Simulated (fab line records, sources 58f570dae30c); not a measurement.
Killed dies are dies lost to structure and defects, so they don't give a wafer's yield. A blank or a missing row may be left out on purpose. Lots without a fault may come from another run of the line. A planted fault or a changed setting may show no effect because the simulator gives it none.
Chamber matching | flow berkeley_cmos170 | UCB170_M1_ETCH_11 on rie_diel-04: 4 sister chambers
The step etches BARC in N2/H2. 4 wafers are shown with their chamber, then 7 later ones without.

WAFERS WITH THEIR CHAMBER
wafer  | chamber | throttle_valve_pct (%)
L633.6 | 3       | 13.27
L643.4 | 1       | 13.50
L642.2 | 2       | 13.03
L642.5 | 0       | 13.56

WAFERS WITHOUT THEIR CHAMBER
wafer  | throttle_valve_pct (%)
L642.6 | 13.25
L646.2 | 13.49
L646.4 | 13.26
L646.6 | 13.48
L651.1 | 13.60
L651.3 | 13.51
L651.4 | 13.26

WHICH CHAMBER EACH WENT THROUGH
wafer  | from the rows above | in truth
L642.6 | 3                   | 3
L646.2 | 1                   | 1
L646.4 | 3                   | 3
L646.6 | 1                   | 1
L651.1 | 0                   | 0
L651.3 | 1                   | 1
L651.4 | 3                   | 3
Placed correctly: 7 of 7. Can't be placed from these rows: 0. Placed wrongly: 0.
How it was worked out, from the rows above alone: a wafer's distance from a chamber is the root of the sum, over the readings, of the square of ((its reading less the chamber's mean) divided by the reading's scatter). The wafer belongs to the nearest chamber; if the next one is less than 2 further off, it can't be placed. A chamber's mean is the mean of its shown wafers. The scatter: with one shown wafer a chamber, the root of the mean of the squares of how far each hidden wafer lies from its nearest shown one.
